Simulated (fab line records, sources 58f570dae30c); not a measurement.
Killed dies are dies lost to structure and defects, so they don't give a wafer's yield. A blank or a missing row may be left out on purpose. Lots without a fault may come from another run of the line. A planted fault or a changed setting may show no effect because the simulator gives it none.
fab line records | flow berkeley_cmos170 | part 1 of 2: steps 1 to 37 of 43
record lots=6 wafers=18 last_day=12
route steps=331 shown CONTACT@237 M1@238 V1@254 M2@271 M3@331
lots that met no fault: from a run of the same line without faults
start_h: hours from the record's first day to the start of the lot's first wafer shown | wait_h: hours since the lot's step before | " the same as in the row above | L1.1+2: a row that stands for several wafers | - no value, or no start given | * or withheld: withheld | < > ~ a bound
route shown NAME@n: a module of which the file shows steps, and the number in the route of the first | usual: mean/standard deviation of fault-free wafers | same: alike in all rows | chamber/n: place in a boat | sites: the reading at each site | _std_site: their standard deviation | _edge_site: outer sites' mean less inner sites' | radius_mm: how far each site lies from the wafer's centre | mask NAME#n: copy n | behind: the tool/chamber that last shaped the wafer | hold: why the lot was held/for how many hours/how that ended | device: the transistor (n, p or np) that didn't switch | end of line: the same wafers' tests at the end of the route | a step without rows: its recipe alone | killed: dies lost to structure and defects at the first sort, not the wafer's yield | map: a wafer's dies, x killed, . not, _ none there
set.NAME: the setting as run; set.NAME@STEP: as run at that earlier step | model.NAME: the simulator's own value behind a step, which no gauge read
lots at some steps of the route; a table a step, a row a wafer
services: from which hour (start_h, from the record's first day; less than 0 if before it) a tool's chamber was out of use, for how many hours, and why
## steps
# step UCB170_CONTACT_CLEAN_20
# recipe chemistry=SPM temp_c=120 time_s=600
# step UCB170_M1_SPUTTER_00
# recipe material=Al target_thk_nm=600 time_s=80 power_w=6000 chamber_pressure_pa=0.5
# step UCB170_M1_RS_MEAS_01
# recipe thk_meas_gauge=four-point-probe reads=Al_of_M1_SPUTTER_00
# usual M1_AL_RS=0.0486/0.00042
# columns lot.wafer tool chamber start_h wait_h M1_AL_RS[ohm/sq]
L611.1 film_metro-02 - 154.96 0.0 0.0490
L611.2 " - " " 0.0489
L611.4 " - " " 0.0488
L620.1 film_metro-03 - 204.72 0.0 0.0478
L620.3 " - " " 0.0486
L620.6 " - " " 0.0484
L621.1 film_metro-01 - 210.62 0.0 0.0481
L621.3 " - " " 0.0486
L621.6 " - " " 0.0485
L622.2 film_metro-02 - 210.85 0.1 0.0486
L622.3 " - " " 0.0490
L622.6 " - " " 0.0483
L631.1 film_metro-03 - 251.90 0.0 0.0485
L631.3 " - " " 0.0481
L631.4 " - " " 0.0481
L632.3 film_metro-03 - 270.74 0.1 0.0484
L632.5 " - " " 0.0486
L632.6 " - " " 0.0486
# step UCB170_M1_THK_MEAS_02
# recipe thk_meas_gauge=xrf reads=Al_of_M1_SPUTTER_00
# usual M1_AL_THK=603/6.1
# columns lot.wafer tool chamber start_h wait_h M1_AL_THK[nm]
L611.1 film_metro-02 - 155.08 0.1 601
L611.2 " - " " 605
L611.4 " - " " 610
L620.1 film_metro-03 - 204.84 0.1 614
L620.3 " - " " 605
L620.6 " - " " 601
L621.1 film_metro-01 - 210.74 0.1 606
L621.3 " - " " 597
L621.6 " - " " 601
L622.2 film_metro-02 - 210.96 0.1 608
L622.3 " - " " 602
L622.6 " - " " 610
L631.1 film_metro-03 - 252.02 0.1 601
L631.3 " - " " 609
L631.4 " - " " 606
L632.3 film_metro-03 - 270.84 0.1 600
L632.5 " - " " 601
L632.6 " - " " 598
# step UCB170_M1_COAT_03
# recipe resist=BARC temp_c=withheld time_s=withheld spin_rpm=3000 resist_thk_nm=withheld
# step UCB170_M1_COAT_04
# recipe resist=KrF spin_rpm=1500 resist_thk_nm=900
# step UCB170_M1_SOFTBAKE_05
# recipe resist=KrF temp_c=130 time_s=60
# step UCB170_M1_EXPOSE_06
# recipe mask_id=METAL1 target_cd_nm=700 na=0.5 sigma_outer=0.6 source_shape=conventional dose_mj=21
# step UCB170_M1_PEB_07
# recipe peb_temp_c=130 peb_time_s=withheld resist=KrF
# step UCB170_M1_DEVELOP_08
# recipe developer=TMAH develop_time_s=45 resist=KrF dev_temp_c=21
# step UCB170_M1_CD_MEAS_09
# recipe target_cd_nm=700
# usual cd_nm=699.6/1.3
# columns lot.wafer tool chamber start_h wait_h cd_nm
L611.1 cd_sem-02 - 156.70 - 700.3
L611.2 " - " " 701.5
L611.4 " - " " 700.6
L620.1 cd_sem-01 - 206.52 - 700.5
L620.3 " - " " 699.7
L620.6 " - " " 700.4
L621.1 cd_sem-01 - 211.80 - 702.5
L621.3 " - " " 702.1
L621.6 " - " " 701.7
L622.2 cd_sem-01 - 212.12 - 698.0
L622.3 " - " " 700.5
L622.6 " - " " 700.0
L631.1 cd_sem-01 - 253.27 - 699.4
L631.3 " - " " 698.7
L631.4 " - " " 697.8
L632.3 cd_sem-01 - 272.11 - 699.4
L632.5 " - " " 699.7
L632.6 " - " " 700.0
# step UCB170_M1_OVL_MEAS_10
# usual M1_OVL=-2/4.8
# columns lot.wafer tool chamber start_h wait_h M1_OVL[nm]
L611.1 overlay-02 - 156.82 0.1 -9
L611.2 " - " " 2
L611.4 " - " " -8
L620.1 overlay-02 - 206.64 0.1 -2
L620.3 " - " " -8
L620.6 " - " " -4
L621.1 overlay-01 - 211.92 0.1 0
L621.3 " - " " -4
L621.6 " - " " -7
L622.2 overlay-01 - 212.23 0.1 -6
L622.3 " - " " -4
L622.6 " - " " -2
L631.1 overlay-02 - 253.39 0.1 -4
L631.3 " - " " 2
L631.4 " - " " -11
L632.3 overlay-01 - 272.21 0.1 7
L632.5 " - " " 7
L632.6 " - " " -3
# step UCB170_M1_ETCH_11
# recipe chemistry=N2/H2 target_depth_a=withheld overetch_a=withheld target=BARC time_s=withheld source_w=500 bias_w=100 pressure_mtorr=30 n2_flow_sccm=100 h2_flow_sccm=200
# usual chamber_pressure_mTorr=29.998/0.028 drypump_motor_current_A=5.7/0.35 n2_flow_sccm=100.0/0.31 oes_product_au=1.006/0.022 throttle_valve_pct=13.32/0.24
# columns lot.wafer tool chamber start_h wait_h chamber_pressure_mTorr drypump_motor_current_A n2_flow_sccm oes_product_au throttle_valve_pct
L611.1 rie_diel-03 0 156.86 0.0 29.982 5.9 100.0 0.986 12.92
L611.2 " 1 " " 29.967 5.4 100.2 0.981 13.50
L611.4 " 0 " " 30.021 5.9 99.8 0.978 12.93
L620.1 rie_diel-03 0 206.68 0.0 29.986 5.9 100.2 0.988 12.91
L620.3 " 3 " " 30.033 5.7 100.3 1.026 13.48
L620.6 " 0 " " 29.990 5.9 100.1 0.992 12.93
L621.1 rie_diel-03 2 211.95 0.0 29.930 6.1 99.7 0.985 13.61
L621.3 " 0 " " 30.038 5.9 99.8 0.979 12.92
L621.6 " 3 " " 29.972 5.7 99.9 1.017 13.48
L622.2 rie_diel-03 3 212.26 0.0 30.017 5.7 99.9 1.029 13.46
L622.3 " 1 " " 29.992 5.4 100.2 0.990 13.49
L622.6 " 2 " " 30.046 6.1 99.6 1.004 13.62
L631.1 rie_diel-01 0 253.42 0.0 29.960 6.3 99.2 1.014 13.63
L631.3 " 3 " " 29.990 5.0 99.8 1.018 13.29
L631.4 " 2 " " 29.998 5.7 99.4 1.012 13.46
L632.3 rie_diel-01 3 272.23 0.0 30.015 4.9 99.7 1.014 13.32
L632.5 " 2 " " 30.039 5.7 99.9 1.006 13.48
L632.6 " 3 " " 30.004 5.0 99.7 1.014 13.31
# step UCB170_M1_METAL_ETCH_12
# recipe chemistry=Cl2/BCl3 target=Al stop_on=PSG pressure_mtorr=12 target_depth_a=7800 over_etch_frac=0.3 time_s=130 icp_w=600 bias_w=120 Cl2_flow_sccm=90 bcl3_flow_sccm=45
# usual chamber_pressure_mTorr=12.001/0.011 drypump_motor_current_A=5.7/0.38 oes_product_au=0.862/0.016 throttle_valve_pct=24.40/0.2
# columns lot.wafer tool chamber start_h wait_h chamber_pressure_mTorr drypump_motor_current_A oes_product_au rf_hours_counter_h throttle_valve_pct
L611.1 rie_metal-03 1 156.90 - 11.985 5.7 0.838 10 24.33
L611.2 " 0 " " 12.014 6.3 0.840 8 24.59
L611.4 " 0 " " 12.001 6.3 0.844 - 24.58
L620.1 rie_metal-03 1 206.72 - 12.010 5.7 0.853 11 24.33
L620.3 " 0 " " 12.001 6.4 0.852 - 24.57
L620.6 " 1 " " 11.999 5.7 0.837 - 24.36
L621.1 rie_metal-03 1 212.00 - 11.985 5.7 0.848 11 24.34
L621.3 " 1 " " 11.986 5.7 0.845 - 24.34
L621.6 " 0 " " 12.010 6.3 0.850 - 24.57
L622.2 rie_metal-04 0 212.30 - 12.006 5.3 0.857 1 24.60
L622.3 " 0 " " 11.980 5.3 0.853 - 24.60
L622.6 " 1 " " 11.986 5.6 0.872 - 24.55
L631.1 rie_metal-01 1 253.47 - 12.007 5.5 0.877 9 24.29
L631.3 " 1 " " 11.998 5.5 0.881 - 24.31
L631.4 " 0 " " 12.012 5.2 0.889 - 24.00
L632.3 rie_metal-03 1 272.32 - 12.015 5.7 0.841 - 24.35
L632.5 " 1 " " 12.027 5.7 0.845 - 24.34
L632.6 " 0 " " 12.012 6.3 0.847 - 24.56
# step UCB170_M1_STRIP_13
# recipe chemistry=O2 power_w=400 pressure_mtorr=3500 platen_temp_c=withheld o2_flow_sccm=400 overash_fraction=0.5
# step UCB170_M1_CD_MEAS_90
# recipe target_cd_nm=700
# usual cd_nm=699.8/2.4
# columns lot.wafer tool chamber start_h wait_h cd_nm
L611.1 cd_sem-01 - 157.13 0.1 699.0
L611.2 " - " " 703.4
L611.4 " - " " 702.7
L620.1 cd_sem-01 - 206.95 0.1 699.6
L620.3 " - " " 701.6
L620.6 " - " " 698.6
L621.1 cd_sem-01 - 212.23 0.1 701.7
L621.3 " - " " 702.2
L621.6 " - " " 701.4
L622.2 cd_sem-01 - 212.55 0.1 697.2
L622.3 " - " " 700.4
L622.6 " - " " 696.0
L631.1 cd_sem-01 - 253.70 0.1 700.5
L631.3 " - " " 697.8
L631.4 " - " " 702.2
L632.3 cd_sem-01 - 272.55 0.1 700.1
L632.5 " - " " 699.6
L632.6 " - " " 700.8
# step UCB170_M1_ANNEAL_14
# recipe temp_c=400 time_s=1200 ambient=forming_gas
# step UCB170_V1_CVD_00
# recipe material=SiO2 target_thk_nm=2000 temp_c=390 precursor=TEOS/O2 time_s=250 rf_w=550 pressure_mtorr=9000
# usual heater_power_w=276/61
# columns lot.wafer tool chamber start_h wait_h heater_power_w
L611.1 pecvd-01 0 161.31 0.0 277
L611.2 " 2 " " 247
L611.4 " 0 " " 220
L620.1 pecvd-02 2 209.02 0.0 276
L620.3 " 1 " " 283
L620.6 " 0 " " 327
L621.1 pecvd-02 2 213.96 0.0 225
L621.3 " 0 " " 427
L621.6 " 2 " " 287
L622.2 pecvd-04 2 215.29 0.0 315
L622.3 " 1 " " 302
L622.6 " 0 " " 259
L631.1 pecvd-01 2 258.47 0.0 168
L631.3 " 0 " " 239
L631.4 " 2 " " 236
L632.3 pecvd-02 1 275.61 0.0 240
L632.5 " 2 " " 205
L632.6 " 1 " " 294
# step UCB170_V1_THK_MEAS_01
# recipe reads=SiO2_of_V1_CVD_00
# usual V1_TEOS_THK=2006/25
# columns lot.wafer tool chamber start_h wait_h V1_TEOS_THK[nm]
L611.1 film_metro-04 - 161.47 0.1 2001
L611.2 " - " " 1982
L611.4 " - " " 2063
L620.1 film_metro-02 - 209.18 0.1 1975
L620.3 " - " " 2016
L620.6 " - " " 2031
L621.1 film_metro-02 - 214.11 0.1 1953
L621.3 " - " " 1986
L621.6 " - " " 2003
L622.2 film_metro-01 - 215.46 0.1 1972
L622.3 " - " " 1977
L622.6 " - " " 2023
L631.1 film_metro-02 - 258.63 0.1 1924
L631.3 " - " " 1979
L631.4 " - " " 1976
L632.3 film_metro-04 - 275.78 0.1 2019
L632.5 " - " " 2010
L632.6 " - " " 2029
# step UCB170_V1_CMP_02
# recipe material=SiO2 down_force_psi=6 platen_rpm=60 pad_velocity_m_s=0.75398
# step UCB170_V1_BOW_MEAS_03
# recipe mode=bow
# usual V1_BOW=19/6.8
# columns lot.wafer tool chamber start_h wait_h V1_BOW[um]
L611.1 film_metro-01 - 161.83 0.1 13
L611.2 " - " " 24
L611.4 " - " " 13
L620.1 film_metro-02 - 209.54 0.2 25
L620.3 " - " " 23
L620.6 " - " " 11
L621.1 film_metro-02 - 214.47 0.1 17
L621.3 " - " " 11
L621.6 " - " " 23
L622.2 film_metro-04 - 215.83 0.2 20
L622.3 " - " " 18
L622.6 " - " " 7
L631.1 film_metro-02 - 258.99 0.2 23
L631.3 " - " " 12
L631.4 " - " " 16
L632.3 film_metro-02 - 276.16 0.1 19
L632.5 " - " " 10
L632.6 " - " " 23
# step UCB170_V1_THK_MEAS_04
# recipe reads=SiO2_of_V1_CVD_00
# usual V1_POLISHED_THK=1000.9/1.2
# columns lot.wafer tool chamber start_h wait_h V1_POLISHED_THK[nm]
L611.1 film_metro-01 - 161.95 0.1 1002.2
L611.2 " - " " 1001.5
L611.4 " - " " 1001.2
L620.1 film_metro-02 - 209.66 0.1 1002.2
L620.3 " - " " 1002.0
L620.6 " - " " 1001.8
L621.1 film_metro-02 - 214.59 0.1 1000.8
L621.3 " - " " 1001.0
L621.6 " - " " 1001.2
L622.2 film_metro-04 - 215.94 0.1 1000.5
L622.3 " - " " 999.4
L622.6 " - " " 1001.8
L631.1 film_metro-02 - 259.11 0.1 1001.2
L631.3 " - " " 1000.2
L631.4 " - " " 1001.3
L632.3 film_metro-02 - 276.26 0.1 1000.7
L632.5 " - " " 1000.6
L632.6 " - " " 1003.1
# step UCB170_V1_CLEAN_05
# recipe chemistry=DIW
# step UCB170_V1_HMDS_06
# recipe prime_time_s=60 prime_temp_c=100
# step UCB170_V1_COAT_07
# recipe resist=KrF spin_rpm=1500 resist_thk_nm=900
# step UCB170_V1_SOFTBAKE_08
# recipe resist=KrF temp_c=130 time_s=60
# step UCB170_V1_EXPOSE_09
# recipe mask_id=VIA1 target_cd_nm=700 na=0.5 sigma_outer=0.6 source_shape=conventional dose_mj=37
# step UCB170_V1_PEB_10
# recipe peb_temp_c=130 peb_time_s=withheld resist=KrF
# step UCB170_V1_DEVELOP_11
# recipe developer=TMAH develop_time_s=45 resist=KrF dev_temp_c=21
# step UCB170_V1_CD_MEAS_12
# recipe target_cd_nm=700
# usual cd_nm=699.9/1.4
# columns lot.wafer tool chamber start_h wait_h cd_nm
L611.1 cd_sem-02 - 163.03 - 700.4
L611.2 " - " " 698.8
L611.4 " - " " 700.1
L620.1 cd_sem-01 - 211.55 - 700.1
L620.3 " - " " 699.7
L620.6 " - " " 698.8
L621.1 cd_sem-01 - 217.23 - 701.1
L621.3 " - " " 700.7
L621.6 " - " " 702.7
L622.2 cd_sem-01 - 219.81 - 698.8
L622.3 " - " " 698.1
L622.6 " - " " 699.7
L631.1 cd_sem-01 - 260.31 - 699.6
L631.3 " - " " 700.6
L631.4 " - " " 701.0
L632.3 cd_sem-01 - 278.04 - 699.1
L632.5 " - " " 698.2
L632.6 " - " " 700.4
# step UCB170_V1_OVL_MEAS_13
# usual V1_OVL=1/5.6
# columns lot.wafer tool chamber start_h wait_h V1_OVL[nm]
L611.1 overlay-02 - 163.15 0.1 6
L611.2 " - " " 3
L611.4 " - " " 2
L620.1 overlay-01 - 211.67 0.1 3
L620.3 " - " " -12
L620.6 " - " " -6
L621.1 overlay-01 - 217.35 0.1 4
L621.3 " - " " 1
L621.6 " - " " 6
L622.2 overlay-01 - 219.91 0.1 -1
L622.3 " - " " -4
L622.6 " - " " 0
L631.1 overlay-02 - 260.43 0.1 8
L631.3 " - " " -3
L631.4 " - " " 1
L632.3 overlay-01 - 278.13 0.1 6
L632.5 " - " " -2
L632.6 " - " " 7
# step UCB170_V1_ETCH_14
# recipe chemistry=CHF3/CF4/Ar target=SiO2 stop_on=Al CHF3_flow_sccm=45 cf4_flow_sccm=15 Ar_flow_sccm=150 pressure_mtorr=200 rf_w=700 target_depth_a=12500 over_etch_frac=0.25 time_s=291
# usual CHF3_flow_sccm=45.01/0.14 chamber_pressure_mTorr=199.99/0.2 drypump_motor_current_A=5.6/0.4 mfc_ar_sccm=150.0/0.44 oes_product_au=0.874/0.011 throttle_valve_pct=6.85/0.12
# columns lot.wafer tool chamber start_h wait_h CHF3_flow_sccm chamber_pressure_mTorr drypump_motor_current_A mfc_ar_sccm oes_product_au rf_hours_counter_h throttle_valve_pct
L611.1 rie_diel-02 2 163.18 0.0 44.94 199.71 5.8 149.6 0.894 126 6.71
L611.2 " 3 " " 45.07 199.69 5.5 150.1 0.883 16 6.88
L611.4 " 1 " " 44.95 199.84 5.6 149.6 0.862 17 6.85
L620.1 rie_diel-04 1 211.70 0.0 45.04 199.67 5.3 150.8 0.859 10 6.97
L620.3 " 2 " " 44.95 200.05 5.2 150.3 0.863 28 6.91
L620.6 " 1 " " 44.75 199.94 5.3 150.7 0.867 - 6.97
L621.1 rie_diel-04 1 217.39 0.0 45.06 200.31 5.3 150.3 0.872 11 6.97
L621.3 " 2 " " 44.89 199.99 5.2 150.6 0.864 29 6.90
L621.6 " 3 " " 44.88 199.86 6.4 150.1 0.870 - 6.75
L622.2 rie_diel-04 2 219.94 0.0 44.89 200.18 5.2 149.6 0.869 29 6.92
L622.3 " 0 " " 44.97 200.03 5.1 149.7 0.889 43 6.69
L622.6 " 3 " " 45.03 199.71 6.5 149.6 0.876 - 6.74
L631.1 rie_diel-02 0 260.47 0.0 44.90 199.96 5.2 149.6 0.864 109 6.88
L631.3 " 1 " " 45.25 200.16 5.5 149.3 0.861 22 6.85
L631.4 " 2 " " 45.06 200.03 5.8 150.4 0.890 130 6.68
L632.3 rie_diel-04 1 278.15 0.0 45.03 199.81 5.3 149.8 0.866 14 6.97
L632.5 " 3 " " 45.03 199.80 6.4 150.5 0.869 - 6.76
L632.6 " 1 " " 44.95 200.00 5.3 150.4 0.873 - 6.96
# step UCB170_V1_STRIP_15
# recipe chemistry=O2 power_w=400 pressure_mtorr=3500 platen_temp_c=withheld o2_flow_sccm=400 overash_fraction=0.5
# usual chamber_pressure_mTorr=3500/3.3 drypump_motor_current_A=5.7/0.69 oes_product_au=0.721/0.0041 strip_time_to_endpoint_s=15.29/0.1
# same overash_fraction=0.5
# columns lot.wafer tool chamber start_h wait_h chamber_pressure_mTorr drypump_motor_current_A oes_product_au rf_hours_counter_h strip_time_to_endpoint_s
L611.1 plasma_asher-01 1 163.36 0.1 3494 4.7 0.721 40 15.25
L611.2 " 0 " " 3503 5.9 0.729 40 15.26
L611.4 " 1 " " 3500 4.6 0.719 - 15.24
L620.1 plasma_asher-01 1 211.88 0.1 3496 4.6 0.725 45 15.50
L620.3 " 1 " " 3502 4.7 0.717 - 15.35
L620.6 " 1 " " 3504 4.7 0.721 - 15.45
L621.1 plasma_asher-04 1 217.57 0.1 3501 6.6 0.725 55 15.39
L621.3 " 1 " " 3496 6.5 0.719 - 15.46
L621.6 " 1 " " 3500 6.6 0.723 - 15.26
L622.2 plasma_asher-01 0 220.12 0.1 3502 5.9 0.722 46 15.32
L622.3 " 0 " " 3498 5.9 0.721 - 15.29
L622.6 " 1 " " 3498 4.6 0.716 - 15.11
L631.1 plasma_asher-01 1 260.64 0.1 3497 4.7 0.717 50 15.38
L631.3 " 1 " " 3504 4.6 0.727 - 15.34
L631.4 " 0 " " 3506 5.9 0.729 - 15.24
L632.3 plasma_asher-03 1 278.37 0.1 3503 5.8 0.717 - 15.26
L632.5 " 0 " " 3498 5.1 0.721 - 15.14
L632.6 " 1 " " 3505 5.8 0.721 - 15.32
# step UCB170_V1_CD_MEAS_90
# recipe target_cd_nm=700
# usual cd_nm=700.2/1.5
# columns lot.wafer tool chamber start_h wait_h cd_nm
L611.1 cd_sem-02 - 163.46 0.1 701.1
L611.2 " - " " 699.0
L611.4 " - " " 699.7
L620.1 cd_sem-01 - 211.98 0.1 700.2
L620.3 " - " " 699.3
L620.6 " - " " 698.7
L621.1 cd_sem-02 - 217.67 0.1 700.9
L621.3 " - " " 701.2
L621.6 " - " " 702.8
L622.2 cd_sem-02 - 220.24 0.1 699.6
L622.3 " - " " 699.5
L622.6 " - " " 700.2
L631.1 cd_sem-01 - 260.86 0.2 699.8
L631.3 " - " " 699.8
L631.4 " - " " 700.8
L632.3 cd_sem-01 - 278.47 0.1 699.5
L632.5 " - " " 699.2
L632.6 " - " " 700.8
# step UCB170_M2_PRE_CLEAN_00
# recipe gas=Ar preclean_etch_time_s=60
# step UCB170_M2_SPUTTER_01
# recipe material=Al target_thk_nm=900 time_s=120 power_w=6000 chamber_pressure_pa=0.5
# step UCB170_M2_RS_MEAS_02
# recipe thk_meas_gauge=four-point-probe reads=Al_of_M2_SPUTTER_01
# usual M2_AL_RS=0.0322/0.00041
# columns lot.wafer tool chamber start_h wait_h M2_AL_RS[ohm/sq]
L611.1 film_metro-03 - 163.73 0.0 0.0319
L611.2 " - " " 0.0320
L611.4 " - " " 0.0318
L620.1 film_metro-04 - 212.25 0.0 0.0319
L620.3 " - " " 0.0319
L620.6 " - " " 0.0320
L621.1 film_metro-03 - 217.94 0.0 0.0324
L621.3 " - " " 0.0323
L621.6 " - " " 0.0324
L622.2 film_metro-03 - 220.51 0.1 0.0316
L622.3 " - " " 0.0317
L622.6 " - " " 0.0320
L631.1 film_metro-03 - 261.13 0.0 0.0326
L631.3 " - " " 0.0327
L631.4 " - " " 0.0326
L632.3 film_metro-01 - 278.74 0.1 0.0321
L632.5 " - " " 0.0318
L632.6 " - " " 0.0317
